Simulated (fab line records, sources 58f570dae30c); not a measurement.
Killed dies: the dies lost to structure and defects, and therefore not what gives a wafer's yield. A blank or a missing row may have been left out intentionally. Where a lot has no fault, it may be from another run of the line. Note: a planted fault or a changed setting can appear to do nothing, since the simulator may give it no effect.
Check of tool commonality || flow berkeley-cmos170 || Lots sampled 14, wafers sampled 42

WHAT PROMPTED THE OPENING
At UCB170_M1_CD_MEAS_90 the reading cd-nm is flagged on 2 of 14 lots. No-fault wafers: 700.2 nm, standard deviation 2.1.
Rule: flag the lot when none of its wafers has a number, or when each of its wafers that has one lies beyond 4 standard deviations from that mean. The other lots count as sound.

{"lot": "L982", "measured": "day 7 06:01", "on": "cd-sem-01", "cd-nm (nm), wafer by wafer": "697.8 699.5 699.8", "flag": ""}
{"lot": "L983", "measured": "day 7 07:00", "on": "cd-sem-01", "cd-nm (nm), wafer by wafer": "697.1 701.3 701.2", "flag": ""}
{"lot": "L981", "measured": "day 7 08:18", "on": "cd-sem-02", "cd-nm (nm), wafer by wafer": "698.4 699.1 699.8", "flag": ""}
{"lot": "L985", "measured": "day 7 20:33", "on": "cd-sem-01", "cd-nm (nm), wafer by wafer": "699.4 700.0 702.7", "flag": ""}
{"lot": "L984", "measured": "day 8 07:13", "on": "cd-sem-02", "cd-nm (nm), wafer by wafer": "696.9 697.7 698.0", "flag": ""}
{"lot": "L987", "measured": "day 8 08:14", "on": "cd-sem-02", "cd-nm (nm), wafer by wafer": "699.5 696.6 701.7", "flag": ""}
{"lot": "L988", "measured": "day 8 09:22", "on": "cd-sem-02", "cd-nm (nm), wafer by wafer": "702.1 700.4 700.0", "flag": ""}
{"lot": "L990", "measured": "day 9 12:49", "on": "cd-sem-02", "cd-nm (nm), wafer by wafer": "700.2 700.3 700.3", "flag": ""}
{"lot": "L992", "measured": "day 9 18:06", "on": "cd-sem-01", "cd-nm (nm), wafer by wafer": "699.0 700.2 700.6", "flag": ""}
{"lot": "L993", "measured": "day 9 18:22", "on": "cd-sem-02", "cd-nm (nm), wafer by wafer": "702.7 699.4 704.4", "flag": ""}
{"lot": "L994", "measured": "day 10 06:04", "on": "cd-sem-02", "cd-nm (nm), wafer by wafer": "688.1 689.8 687.9", "flag": "FLAGGED"}
{"lot": "L101", "measured": "day 11 01:05", "on": "cd-sem-02", "cd-nm (nm), wafer by wafer": "690.9 691.2 689.2", "flag": "FLAGGED"}
{"lot": "L103", "measured": "day 11 22:56", "on": "cd-sem-01", "cd-nm (nm), wafer by wafer": "705.5 699.7 705.7", "flag": ""}
{"lot": "L104", "measured": "day 12 02:46", "on": "cd-sem-01", "cd-nm (nm), wafer by wafer": "702.7 701.0 699.5", "flag": ""}
The numbers of the flagged lots are 689.5 nm on average: -10.7 nm against the usual, or -5 standard deviations.

WHICH TOOL RAN EACH LOT
2 process steps preceding the reading are held in the record, out of 331 steps in the route. Every cell lists first the tool, next ch and the chambers used by the sampled wafers, and last the start.
{"lot": "L982", "flag": "", "UCB170_M1_METAL_ETCH_12": "rie-metal-03 ch 0,1, day 7 05:47", "UCB170_M1_STRIP_13": "plasma-asher-02 ch 0,1, day 7 05:55"}
{"lot": "L983", "flag": "", "UCB170_M1_METAL_ETCH_12": "rie-metal-02 ch 0,1, day 7 06:45", "UCB170_M1_STRIP_13": "plasma-asher-04 ch 0,1, day 7 06:53"}
{"lot": "L981", "flag": "", "UCB170_M1_METAL_ETCH_12": "rie-metal-01 ch 0,1, day 7 08:02", "UCB170_M1_STRIP_13": "plasma-asher-04 ch 0,1, day 7 08:11"}
{"lot": "L985", "flag": "", "UCB170_M1_METAL_ETCH_12": "rie-metal-01 ch 0,1, day 7 20:19", "UCB170_M1_STRIP_13": "plasma-asher-04 ch 0,1, day 7 20:27"}
{"lot": "L984", "flag": "", "UCB170_M1_METAL_ETCH_12": "rie-metal-03 ch 0,1, day 8 06:58", "UCB170_M1_STRIP_13": "plasma-asher-04 ch 0,1, day 8 07:06"}
{"lot": "L987", "flag": "", "UCB170_M1_METAL_ETCH_12": "rie-metal-02 ch 0,1, day 8 07:59", "UCB170_M1_STRIP_13": "plasma-asher-02 ch 0,1, day 8 08:08"}
{"lot": "L988", "flag": "", "UCB170_M1_METAL_ETCH_12": "rie-metal-01 ch 0, day 8 09:07", "UCB170_M1_STRIP_13": "plasma-asher-03 ch 0,1, day 8 09:15"}
{"lot": "L990", "flag": "", "UCB170_M1_METAL_ETCH_12": "rie-metal-02 ch 0, day 9 12:30", "UCB170_M1_STRIP_13": "plasma-asher-03 ch 0,1, day 9 12:43"}
{"lot": "L992", "flag": "", "UCB170_M1_METAL_ETCH_12": "rie-metal-01 ch 0,1, day 9 17:52", "UCB170_M1_STRIP_13": "plasma-asher-03 ch 0,1, day 9 18:00"}
{"lot": "L993", "flag": "", "UCB170_M1_METAL_ETCH_12": "rie-metal-03 ch 0,1, day 9 18:08", "UCB170_M1_STRIP_13": "plasma-asher-02 ch 0,1, day 9 18:16"}
{"lot": "L994", "flag": "FLAGGED", "UCB170_M1_METAL_ETCH_12": "rie-metal-03 ch 0,1, day 10 05:48", "UCB170_M1_STRIP_13": "plasma-asher-04 ch 0,1, day 10 05:56"}
{"lot": "L101", "flag": "FLAGGED", "UCB170_M1_METAL_ETCH_12": "rie-metal-03 ch 0,1, day 11 00:49", "UCB170_M1_STRIP_13": "plasma-asher-03 ch 0,1, day 11 00:59"}
{"lot": "L103", "flag": "", "UCB170_M1_METAL_ETCH_12": "rie-metal-01 ch 0,1, day 11 22:41", "UCB170_M1_STRIP_13": "plasma-asher-02 ch 0,1, day 11 22:49"}
{"lot": "L104", "flag": "", "UCB170_M1_METAL_ETCH_12": "rie-metal-02 ch 0,1, day 12 02:32", "UCB170_M1_STRIP_13": "plasma-asher-02 ch 0,1, day 12 02:40"}
These steps, and what they do:
- UCB170_M1_METAL_ETCH_12: etches Al in Cl2/BCl3, stops on PSG, target depth 780 nm, time 130 s.
- UCB170_M1_STRIP_13: strips in O2.
- UCB170_M1_CD_MEAS_90: target cd 700 nm.

FLAGGED AGAINST TOTAL, ONE TOOL AT A TIME (gauges that did the reading follow at the end)
{"step": "UCB170_M1_METAL_ETCH_12", "tool": "rie-metal-01", "lots run": 5, "flagged": 0, "share of the flagged lots": "none", "sound lots run after its first flagged lot": "-"}
{"step": "UCB170_M1_METAL_ETCH_12", "tool": "rie-metal-02", "lots run": 4, "flagged": 0, "share of the flagged lots": "none", "sound lots run after its first flagged lot": "-"}
{"step": "UCB170_M1_METAL_ETCH_12", "tool": "rie-metal-03", "lots run": 5, "flagged": 2, "share of the flagged lots": "all", "sound lots run after its first flagged lot": 0}
{"step": "UCB170_M1_STRIP_13", "tool": "plasma-asher-02", "lots run": 5, "flagged": 0, "share of the flagged lots": "none", "sound lots run after its first flagged lot": "-"}
{"step": "UCB170_M1_STRIP_13", "tool": "plasma-asher-03", "lots run": 4, "flagged": 1, "share of the flagged lots": "some", "sound lots run after its first flagged lot": 0}
{"step": "UCB170_M1_STRIP_13", "tool": "plasma-asher-04", "lots run": 5, "flagged": 1, "share of the flagged lots": "some", "sound lots run after its first flagged lot": 0}
{"step": "UCB170_M1_CD_MEAS_90", "tool": "cd-sem-01", "lots run": 6, "flagged": 0, "share of the flagged lots": "none", "sound lots run after its first flagged lot": "-"}
{"step": "UCB170_M1_CD_MEAS_90", "tool": "cd-sem-02", "lots run": 8, "flagged": 2, "share of the flagged lots": "all", "sound lots run after its first flagged lot": 0}

WHAT THE TABLE PERMITS
rie-metal-03 at UCB170_M1_METAL_ETCH_12 and cd-sem-02 at UCB170_M1_CD_MEAS_90 are the 2 rows of the table that ran each flagged lot.
- rie-metal-03 at UCB170_M1_METAL_ETCH_12 ran 5 lots, 2 of them flagged. It ran its last sound lot, L993, at day 9 18:08 and its first flagged lot, L994, at day 10 05:48: a fault with its onset between the two fits.
- cd-sem-02 at UCB170_M1_CD_MEAS_90 ran 8 lots, 2 of them flagged. It ran its last sound lot, L993, at day 9 18:22 and its first flagged lot, L994, at day 10 06:04: a fault with its onset between the two fits.
These 2 tools cannot be told apart by counting lots, since each of them fits a fault that started at some hour. More lots, or a look at what each step does to the wafer, might.

WHAT THE SIMULATOR HAD PUT IN
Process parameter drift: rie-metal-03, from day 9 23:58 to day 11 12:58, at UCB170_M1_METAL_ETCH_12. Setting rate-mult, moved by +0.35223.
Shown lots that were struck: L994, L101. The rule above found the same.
